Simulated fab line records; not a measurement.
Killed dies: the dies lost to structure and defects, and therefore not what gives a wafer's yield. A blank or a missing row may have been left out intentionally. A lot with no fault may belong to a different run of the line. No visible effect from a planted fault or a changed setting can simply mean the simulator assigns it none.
The tool behind it: which one? || flow berkeleyCmos170 || Sampling: 14 lots, 42 wafers, 6 of 331 route steps

## WHAT THE GAUGES READ, wafer by wafer
UCB170_V1_CD_MEAS_12: target cd 700 nm. Usual: cdNm reads 700.3 nm (standard deviation 1.3).
{"lot": "L744", "measured": "day 8 21:15", "on": "cdSem-01", "cdNm (nm)": "700.3 698.7 700.8", "flag": ""}
{"lot": "L749", "measured": "day 9 08:18", "on": "cdSem-02", "cdNm (nm)": "699.2 700.6 699.7", "flag": ""}
{"lot": "L747", "measured": "day 9 12:43", "on": "cdSem-02", "cdNm (nm)": "701.5 701.2 702.2", "flag": ""}
{"lot": "L746", "measured": "day 9 14:38", "on": "cdSem-02", "cdNm (nm)": "698.2 698.4 697.9", "flag": ""}
{"lot": "L750", "measured": "day 10 04:37", "on": "cdSem-02", "cdNm (nm)": "701.8 701.8 702.2", "flag": ""}
{"lot": "L753", "measured": "day 10 07:00", "on": "cdSem-02", "cdNm (nm)": "701.1 702.0 701.3", "flag": ""}
{"lot": "L752", "measured": "day 10 09:20", "on": "cdSem-01", "cdNm (nm)": "699.2 700.5 698.3", "flag": ""}
{"lot": "L757", "measured": "day 11 03:10", "on": "cdSem-01", "cdNm (nm)": "700.7 701.8 700.3", "flag": ""}
{"lot": "L755", "measured": "day 11 04:47", "on": "cdSem-01", "cdNm (nm)": "702.2 702.9 700.7", "flag": ""}
{"lot": "L759", "measured": "day 11 20:29", "on": "cdSem-01", "cdNm (nm)": "700.7 701.4 700.6", "flag": ""}
{"lot": "L761", "measured": "day 12 09:19", "on": "cdSem-02", "cdNm (nm)": "699.1 700.0 699.9", "flag": ""}
{"lot": "L762", "measured": "day 12 09:24", "on": "cdSem-02", "cdNm (nm)": "698.8 698.2 699.0", "flag": ""}
{"lot": "L766", "measured": "day 13 03:01", "on": "cdSem-01", "cdNm (nm)": "699.0 698.2 700.0", "flag": ""}
{"lot": "L767", "measured": "day 13 04:20", "on": "cdSem-01", "cdNm (nm)": "698.1 699.0 700.1", "flag": ""}

UCB170_V2_THK_MEAS_01. Usual: V2_TEOS_THK typically reads 1906 nm, with standard deviation 25.
{"lot": "L744", "measured": "day 9 02:05", "on": "filmMetro-03", "V2_TEOS_THK (nm)": "1889 1888 1917", "flag": ""}
{"lot": "L749", "measured": "day 9 11:31", "on": "filmMetro-04", "V2_TEOS_THK (nm)": "1893 1933 1932", "flag": ""}
{"lot": "L747", "measured": "day 9 16:36", "on": "filmMetro-04", "V2_TEOS_THK (nm)": "1854 1865 1873", "flag": ""}
{"lot": "L746", "measured": "day 9 18:28", "on": "filmMetro-03", "V2_TEOS_THK (nm)": "1892 1929 1913", "flag": ""}
{"lot": "L750", "measured": "day 10 08:02", "on": "filmMetro-01", "V2_TEOS_THK (nm)": "1884 1891 1904", "flag": ""}
{"lot": "L753", "measured": "day 10 11:23", "on": "filmMetro-01", "V2_TEOS_THK (nm)": "1900 1878 1918", "flag": ""}
{"lot": "L752", "measured": "day 10 13:52", "on": "filmMetro-03", "V2_TEOS_THK (nm)": "1885 1922 1914", "flag": ""}
{"lot": "L757", "measured": "day 11 06:23", "on": "filmMetro-04", "V2_TEOS_THK (nm)": "1881 1854 1905", "flag": ""}
{"lot": "L755", "measured": "day 11 08:11", "on": "filmMetro-03", "V2_TEOS_THK (nm)": "1944 1959 1946", "flag": ""}
{"lot": "L759", "measured": "day 12 00:13", "on": "filmMetro-01", "V2_TEOS_THK (nm)": "1907 1867 1949", "flag": ""}
{"lot": "L761", "measured": "day 12 15:11", "on": "filmMetro-01", "V2_TEOS_THK (nm)": "1941 1939 1944", "flag": ""}
{"lot": "L762", "measured": "day 12 15:24", "on": "filmMetro-04", "V2_TEOS_THK (nm)": "1914 1928 1941", "flag": ""}
{"lot": "L766", "measured": "day 13 08:56", "on": "filmMetro-01", "V2_TEOS_THK (nm)": "1893 1873 1919", "flag": ""}
{"lot": "L767", "measured": "day 13 09:07", "on": "filmMetro-03", "V2_TEOS_THK (nm)": "1926 1953 1900", "flag": ""}

UCB170_V2_OVL_MEAS_13. Usual: V2_OVL typically reads 1 nm, with standard deviation 5.5.
{"lot": "L744", "measured": "day 9 04:50", "on": "overlay-02", "V2_OVL (nm)": "-1 2 2", "flag": ""}
{"lot": "L749", "measured": "day 9 14:25", "on": "overlay-02", "V2_OVL (nm)": "4 8 9", "flag": ""}
{"lot": "L747", "measured": "day 9 18:24", "on": "overlay-01", "V2_OVL (nm)": "7 3 0", "flag": ""}
{"lot": "L746", "measured": "day 9 21:12", "on": "overlay-02", "V2_OVL (nm)": "5 1 9", "flag": ""}
{"lot": "L750", "measured": "day 10 10:59", "on": "overlay-02", "V2_OVL (nm)": "3 -4 -4", "flag": ""}
{"lot": "L753", "measured": "day 10 13:52", "on": "overlay-01", "V2_OVL (nm)": "-7 -7 3", "flag": ""}
{"lot": "L752", "measured": "day 10 15:39", "on": "overlay-01", "V2_OVL (nm)": "10 4 7", "flag": ""}
{"lot": "L757", "measured": "day 11 08:22", "on": "overlay-01", "V2_OVL (nm)": "-5 -5 -5", "flag": ""}
{"lot": "L755", "measured": "day 11 10:01", "on": "overlay-01", "V2_OVL (nm)": "-7 3 -6", "flag": ""}
{"lot": "L759", "measured": "day 12 02:14", "on": "overlay-01", "V2_OVL (nm)": "1 2 9", "flag": ""}
{"lot": "L761", "measured": "day 12 18:02", "on": "overlay-02", "V2_OVL (nm)": "-4 -1 -1", "flag": ""}
{"lot": "L762", "measured": "day 12 18:04", "on": "overlay-01", "V2_OVL (nm)": "8 4 8", "flag": ""}
{"lot": "L766", "measured": "day 13 11:49", "on": "overlay-02", "V2_OVL (nm)": "6 5 9", "flag": ""}
{"lot": "L767", "measured": "day 13 12:01", "on": "overlay-01", "V2_OVL (nm)": "1 0 -5", "flag": ""}

UCB170_M3_RS_MEAS_02: measurement is done with a four-point probe. Usual: M3_AL_RS typically reads 0.0323 ohm/sq, with standard deviation 0.0004.
{"lot": "L744", "measured": "day 9 05:26", "on": "filmMetro-02", "M3_AL_RS (ohm/sq)": "0.0324 0.0318 0.0321", "flag": ""}
{"lot": "L749", "measured": "day 9 14:59", "on": "filmMetro-01", "M3_AL_RS (ohm/sq)": "0.0324 0.0325 0.0323", "flag": ""}
{"lot": "L747", "measured": "day 9 18:59", "on": "filmMetro-02", "M3_AL_RS (ohm/sq)": "0.0330 0.0328 0.0325", "flag": ""}
{"lot": "L746", "measured": "day 9 21:48", "on": "filmMetro-02", "M3_AL_RS (ohm/sq)": "0.0319 0.0317 0.0318", "flag": ""}
{"lot": "L750", "measured": "day 10 11:34", "on": "filmMetro-02", "M3_AL_RS (ohm/sq)": "0.0320 0.0321 0.0315", "flag": ""}
{"lot": "L753", "measured": "day 10 14:28", "on": "filmMetro-01", "M3_AL_RS (ohm/sq)": "0.0327 0.0326 0.0323", "flag": ""}
{"lot": "L752", "measured": "day 10 16:14", "on": "filmMetro-01", "M3_AL_RS (ohm/sq)": "0.0324 0.0324 0.0323", "flag": ""}
{"lot": "L757", "measured": "day 11 08:57", "on": "filmMetro-01", "M3_AL_RS (ohm/sq)": "0.0326 0.0326 0.0330", "flag": ""}
{"lot": "L755", "measured": "day 11 10:36", "on": "filmMetro-04", "M3_AL_RS (ohm/sq)": "0.0326 0.0324 0.0324", "flag": ""}
{"lot": "L759", "measured": "day 12 02:49", "on": "filmMetro-01", "M3_AL_RS (ohm/sq)": "0.0318 0.0192 0.0321 0.0318 0.0192 0.0321", "flag": "OFF"}
{"lot": "L761", "measured": "day 12 18:40", "on": "filmMetro-02", "M3_AL_RS (ohm/sq)": "0.0325 0.0331 0.0325", "flag": ""}
{"lot": "L762", "measured": "day 12 18:44", "on": "filmMetro-01", "M3_AL_RS (ohm/sq)": "0.0192 0.0320 0.0319 0.0193 0.0320 0.0319", "flag": "OFF"}
{"lot": "L766", "measured": "day 13 12:25", "on": "filmMetro-01", "M3_AL_RS (ohm/sq)": "0.0330 0.0328 0.0330", "flag": ""}
{"lot": "L767", "measured": "day 13 12:38", "on": "filmMetro-04", "M3_AL_RS (ohm/sq)": "0.0319 0.0320 0.0321", "flag": ""}

UCB170_M3_THK_MEAS_03: measures by xrf. Usual: M3_AL_THK typically reads 881 nm, with standard deviation 12.
{"lot": "L744", "measured": "day 9 05:32", "on": "filmMetro-02", "M3_AL_THK (nm)": "876 891 886", "flag": ""}
{"lot": "L749", "measured": "day 9 15:07", "on": "filmMetro-01", "M3_AL_THK (nm)": "878 872 875", "flag": ""}
{"lot": "L747", "measured": "day 9 19:06", "on": "filmMetro-02", "M3_AL_THK (nm)": "862 863 875", "flag": ""}
{"lot": "L746", "measured": "day 9 21:55", "on": "filmMetro-02", "M3_AL_THK (nm)": "887 896 894", "flag": ""}
{"lot": "L750", "measured": "day 10 11:41", "on": "filmMetro-02", "M3_AL_THK (nm)": "884 886 902", "flag": ""}
{"lot": "L753", "measured": "day 10 14:35", "on": "filmMetro-01", "M3_AL_THK (nm)": "867 871 875", "flag": ""}
{"lot": "L752", "measured": "day 10 16:21", "on": "filmMetro-01", "M3_AL_THK (nm)": "875 877 878", "flag": ""}
{"lot": "L757", "measured": "day 11 09:04", "on": "filmMetro-01", "M3_AL_THK (nm)": "871 878 862", "flag": ""}
{"lot": "L755", "measured": "day 11 10:43", "on": "filmMetro-04", "M3_AL_THK (nm)": "878 888 886", "flag": ""}
{"lot": "L759", "measured": "day 12 10:48", "on": "filmMetro-01", "M3_AL_THK (nm)": "892 1459 885 890 1453 888", "flag": "OFF"}
{"lot": "L761", "measured": "day 12 18:46", "on": "filmMetro-02", "M3_AL_THK (nm)": "872 852 867", "flag": ""}
{"lot": "L762", "measured": "day 12 21:34", "on": "filmMetro-01", "M3_AL_THK (nm)": "1457 888 888 1462 880 889", "flag": "OFF"}
{"lot": "L766", "measured": "day 13 12:32", "on": "filmMetro-01", "M3_AL_THK (nm)": "862 869 863", "flag": ""}
{"lot": "L767", "measured": "day 13 12:44", "on": "filmMetro-04", "M3_AL_THK (nm)": "895 892 894", "flag": ""}

## EACH LOT AND THE TOOL THAT RAN IT (in order: tool; ch and the chambers of the sampled wafers; start)
{"lot": "L744", "UCB170_M3_SPUTTER_01": "pvdSputter-03, day 9 05:19"}
{"lot": "L749", "UCB170_M3_SPUTTER_01": "pvdSputter-03, day 9 14:55"}
{"lot": "L747", "UCB170_M3_SPUTTER_01": "pvdSputter-01, day 9 18:54"}
{"lot": "L746", "UCB170_M3_SPUTTER_01": "pvdSputter-03, day 9 21:42"}
{"lot": "L750", "UCB170_M3_SPUTTER_01": "pvdSputter-03, day 10 11:29"}
{"lot": "L753", "UCB170_M3_SPUTTER_01": "pvdSputter-01, day 10 14:22"}
{"lot": "L752", "UCB170_M3_SPUTTER_01": "pvdSputter-01, day 10 16:09"}
{"lot": "L757", "UCB170_M3_SPUTTER_01": "pvdSputter-01, day 11 08:52"}
{"lot": "L755", "UCB170_M3_SPUTTER_01": "pvdSputter-01, day 11 10:31"}
{"lot": "L759", "UCB170_M3_SPUTTER_01": "pvdSputter-03, day 12 02:44"}
{"lot": "L761", "UCB170_M3_SPUTTER_01": "pvdSputter-01, day 12 18:32"}
{"lot": "L762", "UCB170_M3_SPUTTER_01": "pvdSputter-03, day 12 18:38"}
{"lot": "L766", "UCB170_M3_SPUTTER_01": "pvdSputter-02, day 13 12:19"}
{"lot": "L767", "UCB170_M3_SPUTTER_01": "pvdSputter-01, day 13 12:31"}
- UCB170_M3_SPUTTER_01: material Al, target thk 900 nm, time 120 s.

## WHAT THE TOOLS THEMSELVES READ (means of the sampled wafers that have a number; where no wafer has one, the mark that the record gives instead)
UCB170_M3_SPUTTER_01. Usual: cathodeDcPowerW 6000.1 W, standard deviation 1.2; chamberPressurePa 0.5100 Pa, standard deviation 0.0011; throttleValvePct 29.5 %, standard deviation 1.2.
{"lot": "L744", "tool": "pvdSputter-03", "cathodeDcPowerW (W)": 5999.2, "chamberPressurePa (Pa)": 0.5097, "throttleValvePct (%)": 29.5, "flag": ""}
{"lot": "L749", "tool": "pvdSputter-03", "cathodeDcPowerW (W)": 6000.2, "chamberPressurePa (Pa)": 0.5101, "throttleValvePct (%)": 28.6, "flag": ""}
{"lot": "L747", "tool": "pvdSputter-01", "cathodeDcPowerW (W)": 6001.0, "chamberPressurePa (Pa)": 0.5107, "throttleValvePct (%)": 30.3, "flag": ""}
{"lot": "L746", "tool": "pvdSputter-03", "cathodeDcPowerW (W)": 5999.8, "chamberPressurePa (Pa)": 0.5100, "throttleValvePct (%)": 29.1, "flag": ""}
{"lot": "L750", "tool": "pvdSputter-03", "cathodeDcPowerW (W)": 6000.6, "chamberPressurePa (Pa)": 0.5097, "throttleValvePct (%)": 29.2, "flag": ""}
{"lot": "L753", "tool": "pvdSputter-01", "cathodeDcPowerW (W)": 5999.7, "chamberPressurePa (Pa)": 0.5107, "throttleValvePct (%)": 30.4, "flag": ""}
{"lot": "L752", "tool": "pvdSputter-01", "cathodeDcPowerW (W)": 5999.9, "chamberPressurePa (Pa)": 0.5105, "throttleValvePct (%)": 29.9, "flag": ""}
{"lot": "L757", "tool": "pvdSputter-01", "cathodeDcPowerW (W)": 6001.3, "chamberPressurePa (Pa)": 0.5103, "throttleValvePct (%)": 30.2, "flag": ""}
{"lot": "L755", "tool": "pvdSputter-01", "cathodeDcPowerW (W)": 5999.9, "chamberPressurePa (Pa)": 0.5099, "throttleValvePct (%)": 30.5, "flag": ""}
{"lot": "L759", "tool": "pvdSputter-03", "cathodeDcPowerW (W)": 5999.5, "chamberPressurePa (Pa)": 0.5093, "throttleValvePct (%)": 29.3, "flag": ""}
{"lot": "L761", "tool": "pvdSputter-01", "cathodeDcPowerW (W)": 6001.2, "chamberPressurePa (Pa)": 0.5102, "throttleValvePct (%)": 31.1, "flag": ""}
{"lot": "L762", "tool": "pvdSputter-03", "cathodeDcPowerW (W)": 6001.5, "chamberPressurePa (Pa)": 0.5083, "throttleValvePct (%)": 29.3, "flag": ""}
{"lot": "L766", "tool": "pvdSputter-02", "cathodeDcPowerW (W)": 5999.5, "chamberPressurePa (Pa)": 0.5107, "throttleValvePct (%)": 29.9, "flag": ""}
{"lot": "L767", "tool": "pvdSputter-01", "cathodeDcPowerW (W)": 5999.9, "chamberPressurePa (Pa)": 0.5104, "throttleValvePct (%)": 30.2, "flag": ""}

## THE ANSWER, worked out from the rows above alone
Rule: a lot is off if the mean of its wafers that have a number lies more than 3 standard deviations from the usual mean. A lot without any number at a reading at which 4 lots or more have one is off too. Any other lot the step has rows for is counted as sound. First the gauges in route order, then the tools' own readings, where a lot's mean is used as printed above. The first step at which some lot is off is used, and at that step the reading that is off furthest; a lot without a number counts as furthest.
Off: at UCB170_M3_RS_MEAS_02 (M3_AL_RS), L759, L762.
A tool fits if, at a process step before that reading, it ran every lot that is off, and no sound lot after the first of them. Those tools and the gauges at UCB170_M3_RS_MEAS_02 are tried in the same way. One candidate fits, namely pvdSputter-03 at UCB170_M3_SPUTTER_01. A fault onset in the window from L750 (day 10 11:29, its last sound lot) to L759 (day 12 02:44, its first lot off) fits.

## WHAT THE SIMULATOR PUT IN
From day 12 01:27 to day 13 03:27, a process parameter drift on pvdSputter-03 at UCB170_M3_SPUTTER_01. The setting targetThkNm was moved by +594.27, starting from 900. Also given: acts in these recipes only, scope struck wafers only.
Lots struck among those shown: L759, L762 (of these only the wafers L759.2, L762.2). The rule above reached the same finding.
